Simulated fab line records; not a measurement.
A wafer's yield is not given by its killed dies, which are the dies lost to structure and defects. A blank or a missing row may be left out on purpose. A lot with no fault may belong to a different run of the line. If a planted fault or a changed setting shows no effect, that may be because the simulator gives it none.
Which tool did it? / flow berkeley_cmos170 / 39 wafers from 13 lots sampled at 5 of the route's 331 steps

WHAT EACH GAUGE READ, for each wafer
UCB170_M2_CD_MEAS_90 targets a cd of 700 nm. Usual: cd_nm reads 698.9 nm (standard deviation 2.6).
lot=L168; measured=day 7 10:38; on=cd_sem-02; cd_nm (nm)=702.9 700.6 698.5; flag=
lot=L170; measured=day 7 21:43; on=cd_sem-01; cd_nm (nm)=698.0 697.8 699.4; flag=
lot=L171; measured=day 8 06:13; on=cd_sem-01; cd_nm (nm)=699.0 700.1 700.6; flag=
lot=L172; measured=day 8 06:20; on=cd_sem-02; cd_nm (nm)=699.7 701.7 701.0; flag=
lot=L173; measured=day 8 17:11; on=cd_sem-01; cd_nm (nm)=703.4 701.9 705.5; flag=
lot=L174; measured=day 8 19:58; on=cd_sem-01; cd_nm (nm)=694.0 695.1 696.3; flag=
lot=L175; measured=day 9 06:55; on=cd_sem-01; cd_nm (nm)=704.7 701.9 703.1; flag=
lot=L176; measured=day 9 06:43; on=cd_sem-02; cd_nm (nm)=699.9 702.4 697.4; flag=
lot=L177; measured=day 9 07:11; on=cd_sem-02; cd_nm (nm)=698.4 697.3 697.0; flag=
lot=L183; measured=day 10 23:30; on=cd_sem-02; cd_nm (nm)=696.1 696.8 697.7; flag=
lot=L186; measured=day 11 02:25; on=cd_sem-02; cd_nm (nm)=700.0 701.2 699.1; flag=
lot=L188; measured=day 11 19:16; on=cd_sem-02; cd_nm (nm)=698.0 694.9 700.1; flag=
lot=L191; measured=day 12 10:26; on=cd_sem-02; cd_nm (nm)=697.7 698.4 697.8; flag=

UCB170_M3_BOW_MEAS_20. Usual: M3_BOW 35 um, standard deviation 7.4.
lot=L168; measured=day 7 16:02; on=film_metro-02; M3_BOW (um)=40 38 27; flag=
lot=L170; measured=day 8 03:25; on=film_metro-02; M3_BOW (um)=16 24 26; flag=
lot=L171; measured=day 8 13:01; on=film_metro-03; M3_BOW (um)=42 37 40; flag=
lot=L172; measured=day 8 12:41; on=film_metro-02; M3_BOW (um)=33 36 34; flag=
lot=L173; measured=day 8 22:18; on=film_metro-01; M3_BOW (um)=33 31 33; flag=
lot=L174; measured=day 9 01:47; on=film_metro-02; M3_BOW (um)=38 43 36; flag=
lot=L175; measured=day 9 13:17; on=film_metro-03; M3_BOW (um)=29 33 26; flag=
lot=L176; measured=day 9 12:41; on=film_metro-01; M3_BOW (um)=32 29 40; flag=
lot=L177; measured=day 9 13:37; on=film_metro-01; M3_BOW (um)=39 29 35; flag=
lot=L183; measured=day 11 05:04; on=film_metro-03; M3_BOW (um)=22 34 46; flag=
lot=L186; measured=day 11 09:43; on=film_metro-03; M3_BOW (um)=25 36 38; flag=
lot=L188; measured=day 12 00:49; on=film_metro-03; M3_BOW (um)=35 23 36; flag=
lot=L191; measured=day 12 15:43; on=film_metro-03; M3_BOW (um)=50 37 26; flag=

EACH LOT AND THE TOOL THAT RAN IT (in order: tool; ch and the chambers of the sampled wafers; start)
lot=L168; UCB170_NWELL_ETCH_13=rie_diel-04 ch 0,1, day 2 04:13; UCB170_NWELL_STRIP_15=plasma_asher-02 ch 0,1, day 2 04:28; UCB170_M3_STRIP_07=plasma_asher-01 ch 0,1, day 7 14:17
lot=L170; UCB170_NWELL_ETCH_13=rie_diel-03 ch 0,2,3, day 2 15:43; UCB170_NWELL_STRIP_15=plasma_asher-02 ch 0,1, day 2 16:00; UCB170_M3_STRIP_07=plasma_asher-01 ch 0,1, day 8 01:03
lot=L171; UCB170_NWELL_ETCH_13=rie_diel-01 ch 0,1,3, day 2 19:31; UCB170_NWELL_STRIP_15=plasma_asher-04 ch 0,1, day 2 19:48; UCB170_M3_STRIP_07=plasma_asher-03 ch 0,1, day 8 10:36
lot=L172; UCB170_NWELL_ETCH_13=rie_diel-03 ch 2,3, day 3 01:22; UCB170_NWELL_STRIP_15=plasma_asher-01 ch 0, day 3 01:37; UCB170_M3_STRIP_07=plasma_asher-02 ch 0,1, day 8 10:24
lot=L173; UCB170_NWELL_ETCH_13=rie_diel-01 ch 0,1,2, day 3 06:29; UCB170_NWELL_STRIP_15=plasma_asher-02 ch 0,1, day 3 06:44; UCB170_M3_STRIP_07=plasma_asher-03 ch 0,1, day 8 20:25
lot=L174; UCB170_NWELL_ETCH_13=rie_diel-01 ch 1,2, day 3 15:27; UCB170_NWELL_STRIP_15=plasma_asher-02 ch 0,1, day 3 15:42; UCB170_M3_STRIP_07=plasma_asher-02 ch 0,1, day 8 23:44
lot=L175; UCB170_NWELL_ETCH_13=rie_diel-01 ch 0,1, day 4 00:02; UCB170_NWELL_STRIP_15=plasma_asher-01 ch 0,1, day 4 00:17; UCB170_M3_STRIP_07=plasma_asher-01 ch 0,1, day 9 10:28
lot=L176; UCB170_NWELL_ETCH_13=rie_diel-03 ch 2,3, day 4 04:47; UCB170_NWELL_STRIP_15=plasma_asher-02 ch 0,1, day 4 05:02; UCB170_M3_STRIP_07=plasma_asher-03 ch 0,1, day 9 09:52
lot=L177; UCB170_NWELL_ETCH_13=rie_diel-01 ch 0,2,3, day 4 06:46; UCB170_NWELL_STRIP_15=plasma_asher-04 ch 0,1, day 4 07:01; UCB170_M3_STRIP_07=plasma_asher-03 ch 0,1, day 9 10:55
lot=L183; UCB170_NWELL_ETCH_13=rie_diel-04 ch 0,1,3, day 5 13:23; UCB170_NWELL_STRIP_15=plasma_asher-04 ch 0,1, day 5 13:38; UCB170_M3_STRIP_07=plasma_asher-03 ch 0,1, day 11 02:47
lot=L186; UCB170_NWELL_ETCH_13=rie_diel-01 ch 0,1,3, day 6 08:10; UCB170_NWELL_STRIP_15=plasma_asher-01 ch 0,1, day 6 08:25; UCB170_M3_STRIP_07=plasma_asher-02 ch 0,1, day 11 07:09
lot=L188; UCB170_NWELL_ETCH_13=rie_diel-01 ch 1,3, day 6 15:36; UCB170_NWELL_STRIP_15=plasma_asher-01 ch 0,1, day 6 15:51; UCB170_M3_STRIP_07=plasma_asher-01 ch 0,1, day 11 22:37
lot=L191; UCB170_NWELL_ETCH_13=rie_diel-01 ch 2,3, day 7 05:16; UCB170_NWELL_STRIP_15=plasma_asher-02 ch 0,1, day 7 05:32; UCB170_M3_STRIP_07=plasma_asher-01 ch 0,1, day 12 13:56
- UCB170_NWELL_ETCH_13: etches Si3N4 in CH3F/Ar/O2, stops on SiO2, target depth 246.4 nm, time 154 s.
- UCB170_NWELL_STRIP_15: strips in O2.
- UCB170_M3_STRIP_07: strips in O2.

AS READ BY THE TOOLS THEMSELVES (means over the sampled wafers that have a number; for cases with no such wafer, the mark the record gives instead)
UCB170_NWELL_ETCH_13. Usual: CH3F_flow_sccm 19.99 sccm, standard deviation 0.07; chamber_pressure_mTorr 49.99 mTorr, standard deviation 0.046; drypump_motor_current_A 5.5 A, standard deviation 0.48; oes_product_au 0.925 a.u., standard deviation 0.013; throttle_valve_pct 7.98 %, standard deviation 0.11.
lot=L168; tool=rie_diel-04; CH3F_flow_sccm (sccm)=19.95; chamber_pressure_mTorr (mTorr)=49.98; drypump_motor_current_A (A)=5.1; oes_product_au (a.u.)=0.932; throttle_valve_pct (%)=8.03; flag=
lot=L170; tool=rie_diel-03; CH3F_flow_sccm (sccm)=19.97; chamber_pressure_mTorr (mTorr)=49.99; drypump_motor_current_A (A)=5.8; oes_product_au (a.u.)=0.921; throttle_valve_pct (%)=7.94; flag=
lot=L171; tool=rie_diel-01; CH3F_flow_sccm (sccm)=19.98; chamber_pressure_mTorr (mTorr)=50.01; drypump_motor_current_A (A)=5.6; oes_product_au (a.u.)=0.932; throttle_valve_pct (%)=7.97; flag=
lot=L172; tool=rie_diel-03; CH3F_flow_sccm (sccm)=20.03; chamber_pressure_mTorr (mTorr)=49.99; drypump_motor_current_A (A)=6.1; oes_product_au (a.u.)=0.917; throttle_valve_pct (%)=7.93; flag=
lot=L173; tool=rie_diel-01; CH3F_flow_sccm (sccm)=19.98; chamber_pressure_mTorr (mTorr)=49.97; drypump_motor_current_A (A)=5.3; oes_product_au (a.u.)=0.934; throttle_valve_pct (%)=8.09; flag=
lot=L174; tool=rie_diel-01; CH3F_flow_sccm (sccm)=19.94; chamber_pressure_mTorr (mTorr)=49.98; drypump_motor_current_A (A)=5.1; oes_product_au (a.u.)=0.922; throttle_valve_pct (%)=8.08; flag=
lot=L175; tool=rie_diel-01; CH3F_flow_sccm (sccm)=20.04; chamber_pressure_mTorr (mTorr)=50.02; drypump_motor_current_A (A)=5.4; oes_product_au (a.u.)=0.931; throttle_valve_pct (%)=8.07; flag=
lot=L176; tool=rie_diel-03; CH3F_flow_sccm (sccm)=19.93; chamber_pressure_mTorr (mTorr)=49.97; drypump_motor_current_A (A)=6.1; oes_product_au (a.u.)=0.924; throttle_valve_pct (%)=7.94; flag=
lot=L177; tool=rie_diel-01; CH3F_flow_sccm (sccm)=20.06; chamber_pressure_mTorr (mTorr)=49.98; drypump_motor_current_A (A)=5.5; oes_product_au (a.u.)=0.938; throttle_valve_pct (%)=7.98; flag=
lot=L183; tool=rie_diel-04; CH3F_flow_sccm (sccm)=19.97; chamber_pressure_mTorr (mTorr)=50.01; drypump_motor_current_A (A)=5.1; oes_product_au (a.u.)=0.933; throttle_valve_pct (%)=8.06; flag=
lot=L186; tool=rie_diel-01; CH3F_flow_sccm (sccm)=19.98; chamber_pressure_mTorr (mTorr)=50.01; drypump_motor_current_A (A)=5.6; oes_product_au (a.u.)=0.936; throttle_valve_pct (%)=7.99; flag=
lot=L188; tool=rie_diel-01; CH3F_flow_sccm (sccm)=20.08; chamber_pressure_mTorr (mTorr)=49.99; drypump_motor_current_A (A)=5.5; oes_product_au (a.u.)=0.936; throttle_valve_pct (%)=7.88; flag=
lot=L191; tool=rie_diel-01; CH3F_flow_sccm (sccm)=19.98; chamber_pressure_mTorr (mTorr)=49.95; drypump_motor_current_A (A)=5.2; oes_product_au (a.u.)=0.921; throttle_valve_pct (%)=7.99; flag=

UCB170_NWELL_STRIP_15. Usual: chamber_pressure_mTorr 3500 mTorr, standard deviation 3.3; drypump_motor_current_A 5.6 A, standard deviation 0.48; oes_product_au 0.721 a.u., standard deviation 0.0048; strip_time_to_endpoint_s 18.03 s, standard deviation 0.066.
lot=L168; tool=plasma_asher-02; chamber_pressure_mTorr (mTorr)=3500; drypump_motor_current_A (A)=5.3; oes_product_au (a.u.)=0.716; strip_time_to_endpoint_s (s)=18.05; flag=
lot=L170; tool=plasma_asher-02; chamber_pressure_mTorr (mTorr)=3503; drypump_motor_current_A (A)=5.3; oes_product_au (a.u.)=0.723; strip_time_to_endpoint_s (s)=18.10; flag=
lot=L171; tool=plasma_asher-04; chamber_pressure_mTorr (mTorr)=3500; drypump_motor_current_A (A)=6.2; oes_product_au (a.u.)=0.718; strip_time_to_endpoint_s (s)=17.96; flag=
lot=L172; tool=plasma_asher-01; chamber_pressure_mTorr (mTorr)=3498; drypump_motor_current_A (A)=5.8; oes_product_au (a.u.)=0.723; strip_time_to_endpoint_s (s)=18.07; flag=
lot=L173; tool=plasma_asher-02; chamber_pressure_mTorr (mTorr)=3502; drypump_motor_current_A (A)=5.3; oes_product_au (a.u.)=0.718; strip_time_to_endpoint_s (s)=18.09; flag=
lot=L174; tool=plasma_asher-02; chamber_pressure_mTorr (mTorr)=3501; drypump_motor_current_A (A)=5.2; oes_product_au (a.u.)=0.723; strip_time_to_endpoint_s (s)=18.08; flag=
lot=L175; tool=plasma_asher-01; chamber_pressure_mTorr (mTorr)=3499; drypump_motor_current_A (A)=5.2; oes_product_au (a.u.)=0.718; strip_time_to_endpoint_s (s)=18.00; flag=
lot=L176; tool=plasma_asher-02; chamber_pressure_mTorr (mTorr)=3500; drypump_motor_current_A (A)=5.3; oes_product_au (a.u.)=0.720; strip_time_to_endpoint_s (s)=18.07; flag=
lot=L177; tool=plasma_asher-04; chamber_pressure_mTorr (mTorr)=3499; drypump_motor_current_A (A)=6.1; oes_product_au (a.u.)=0.721; strip_time_to_endpoint_s (s)=18.10; flag=
lot=L183; tool=plasma_asher-04; chamber_pressure_mTorr (mTorr)=3502; drypump_motor_current_A (A)=6.2; oes_product_au (a.u.)=0.721; strip_time_to_endpoint_s (s)=17.04; flag=OFF
lot=L186; tool=plasma_asher-01; chamber_pressure_mTorr (mTorr)=3502; drypump_motor_current_A (A)=5.2; oes_product_au (a.u.)=0.720; strip_time_to_endpoint_s (s)=18.03; flag=
lot=L188; tool=plasma_asher-01; chamber_pressure_mTorr (mTorr)=3500; drypump_motor_current_A (A)=5.5; oes_product_au (a.u.)=0.722; strip_time_to_endpoint_s (s)=18.02; flag=
lot=L191; tool=plasma_asher-02; chamber_pressure_mTorr (mTorr)=3501; drypump_motor_current_A (A)=5.3; oes_product_au (a.u.)=0.720; strip_time_to_endpoint_s (s)=18.01; flag=

UCB170_M3_STRIP_07. Usual: chamber_pressure_mTorr 3500 mTorr, standard deviation 3.1; drypump_motor_current_A 5.4 A, standard deviation 0.42; oes_product_au 0.734 a.u., standard deviation 0.0043; strip_time_to_endpoint_s 21.95 s, standard deviation 0.053.
lot=L168; tool=plasma_asher-01; chamber_pressure_mTorr (mTorr)=3500; drypump_motor_current_A (A)=5.2; oes_product_au (a.u.)=0.735; strip_time_to_endpoint_s (s)=21.92; flag=
lot=L170; tool=plasma_asher-01; chamber_pressure_mTorr (mTorr)=3498; drypump_motor_current_A (A)=5.2; oes_product_au (a.u.)=0.733; strip_time_to_endpoint_s (s)=21.96; flag=
lot=L171; tool=plasma_asher-03; chamber_pressure_mTorr (mTorr)=3501; drypump_motor_current_A (A)=5.4; oes_product_au (a.u.)=0.733; strip_time_to_endpoint_s (s)=21.95; flag=
lot=L172; tool=plasma_asher-02; chamber_pressure_mTorr (mTorr)=3497; drypump_motor_current_A (A)=5.3; oes_product_au (a.u.)=0.733; strip_time_to_endpoint_s (s)=21.93; flag=
lot=L173; tool=plasma_asher-03; chamber_pressure_mTorr (mTorr)=3498; drypump_motor_current_A (A)=5.7; oes_product_au (a.u.)=0.735; strip_time_to_endpoint_s (s)=21.94; flag=
lot=L174; tool=plasma_asher-02; chamber_pressure_mTorr (mTorr)=3497; drypump_motor_current_A (A)=5.3; oes_product_au (a.u.)=0.734; strip_time_to_endpoint_s (s)=22.03; flag=
lot=L175; tool=plasma_asher-01; chamber_pressure_mTorr (mTorr)=3499; drypump_motor_current_A (A)=5.2; oes_product_au (a.u.)=0.726; strip_time_to_endpoint_s (s)=22.02; flag=
lot=L176; tool=plasma_asher-03; chamber_pressure_mTorr (mTorr)=3502; drypump_motor_current_A (A)=5.7; oes_product_au (a.u.)=0.735; strip_time_to_endpoint_s (s)=21.91; flag=
lot=L177; tool=plasma_asher-03; chamber_pressure_mTorr (mTorr)=3499; drypump_motor_current_A (A)=5.7; oes_product_au (a.u.)=0.736; strip_time_to_endpoint_s (s)=21.96; flag=
lot=L183; tool=plasma_asher-03; chamber_pressure_mTorr (mTorr)=3501; drypump_motor_current_A (A)=5.4; oes_product_au (a.u.)=0.731; strip_time_to_endpoint_s (s)=22.00; flag=
lot=L186; tool=plasma_asher-02; chamber_pressure_mTorr (mTorr)=3500; drypump_motor_current_A (A)=5.3; oes_product_au (a.u.)=0.732; strip_time_to_endpoint_s (s)=21.88; flag=
lot=L188; tool=plasma_asher-01; chamber_pressure_mTorr (mTorr)=3504; drypump_motor_current_A (A)=5.2; oes_product_au (a.u.)=0.732; strip_time_to_endpoint_s (s)=21.97; flag=
lot=L191; tool=plasma_asher-01; chamber_pressure_mTorr (mTorr)=3502; drypump_motor_current_A (A)=5.5; oes_product_au (a.u.)=0.733; strip_time_to_endpoint_s (s)=21.99; flag=

THE ANSWER, worked out from the rows above alone
Rule: a lot is off if the mean of its wafers that have a number lies more than 3 standard deviations from the usual mean. Also off: a lot with no number at a reading for which 4 or more lots have one. All remaining lots with rows at the step are treated as sound. Order of review: gauges by route order, followed by the tools' own readings, for which a lot's mean as printed above is used. At the first step where some lot is off, the reading lying furthest off is the one used; lots without a number count as furthest.
Off, at UCB170_NWELL_STRIP_15 on strip_time_to_endpoint_s: L183.
A tool fits if, at that step or a process step before it, it ran every lot that is off, and no sound lot after the first of them. Undecided on this evidence; 2 tools fit (rie_diel-04 at UCB170_NWELL_ETCH_13, plasma_asher-04 at UCB170_NWELL_STRIP_15).

WHAT THE SIMULATOR HAD INSERTED
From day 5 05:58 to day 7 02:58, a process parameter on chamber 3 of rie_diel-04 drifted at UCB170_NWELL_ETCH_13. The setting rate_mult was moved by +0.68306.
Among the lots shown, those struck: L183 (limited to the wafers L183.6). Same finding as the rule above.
